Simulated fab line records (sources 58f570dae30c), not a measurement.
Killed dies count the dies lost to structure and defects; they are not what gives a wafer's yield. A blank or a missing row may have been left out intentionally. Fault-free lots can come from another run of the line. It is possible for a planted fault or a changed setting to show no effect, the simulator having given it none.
Matching of chambers / flow berkeleyCmos170 / 3 sister chambers for UCB170_FIELD_WET_ETCH_05 on wetBench-01
The step etches Si3N4 in H3PO4, time 12600 s. 16 wafers are shown with their chamber, then 5 later ones without.

## WAFERS WITH THEIR CHAMBER
wafer=L303.1; chamber=3; bathGuardTempC (C)=160.0; runLengthS (s)=12627
wafer=L303.5; chamber=3; bathGuardTempC (C)=160.4; runLengthS (s)=12627
wafer=L303.6; chamber=3; bathGuardTempC (C)=160.0; runLengthS (s)=12627
wafer=L305.1; chamber=2; bathGuardTempC (C)=159.5; runLengthS (s)=12624
wafer=L305.5; chamber=2; bathGuardTempC (C)=159.0; runLengthS (s)=12624
wafer=L305.6; chamber=2; bathGuardTempC (C)=158.9; runLengthS (s)=12624
wafer=L306.1; chamber=2; bathGuardTempC (C)=158.8; runLengthS (s)=12626
wafer=L306.2; chamber=2; bathGuardTempC (C)=159.4; runLengthS (s)=12626
wafer=L306.6; chamber=2; bathGuardTempC (C)=159.1; runLengthS (s)=12626
wafer=L307.1; chamber=3; bathGuardTempC (C)=160.2; runLengthS (s)=12627
wafer=L307.2; chamber=3; bathGuardTempC (C)=160.3; runLengthS (s)=12627
wafer=L307.6; chamber=3; bathGuardTempC (C)=160.3; runLengthS (s)=12627
wafer=L308.4; chamber=0; bathGuardTempC (C)=160.2; runLengthS (s)=12625
wafer=L308.5; chamber=0; bathGuardTempC (C)=160.2; runLengthS (s)=12625
wafer=L308.6; chamber=0; bathGuardTempC (C)=160.1; runLengthS (s)=12625
wafer=L309.1; chamber=2; bathGuardTempC (C)=159.0; runLengthS (s)=12625

SIGNATURES (means of the wafers above)
reading=bathGuardTempC; chamber 0=160.167; chamber 2=159.100; chamber 3=160.200; scatter within a chamber=0.205
reading=runLengthS; chamber 0=12625.00; chamber 2=12625.00; chamber 3=12627.00; scatter within a chamber=0.679
Rule: a wafer's distance from a chamber is the root of the sum, over the readings, of the square of ((its reading less the chamber's mean) divided by the reading's scatter). If the next closest chamber is less than 2 further off than the closest, the wafer can't be placed; otherwise it belongs to the closest. The scatter: take each reading less its chamber's mean, square it, sum over the shown wafers, divide by the number of wafers less the number of chambers, and take the root.

## WAFERS WITH NO CHAMBER GIVEN
wafer=L309.2; bathGuardTempC (C)=159.0; runLengthS (s)=12625
wafer=L309.3; bathGuardTempC (C)=159.2; runLengthS (s)=12625
wafer=L311.1; bathGuardTempC (C)=160.4; runLengthS (s)=12626
wafer=L311.3; bathGuardTempC (C)=160.5; runLengthS (s)=12626
wafer=L311.6; bathGuardTempC (C)=160.0; runLengthS (s)=12626

## THE CHAMBER EACH PASSED THROUGH
wafer=L309.2; from the rows above=2; in truth=2
wafer=L309.3; from the rows above=2; in truth=2
wafer=L311.1; from the rows above=can't be placed: 3 or 0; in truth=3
wafer=L311.3; from the rows above=can't be placed: 3 or 0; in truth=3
wafer=L311.6; from the rows above=can't be placed: 0 or 3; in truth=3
Placed correctly: 2 of 5. Not placeable from these rows: 3 (in 3, the candidates include the true chamber). Number placed wrongly: 0.
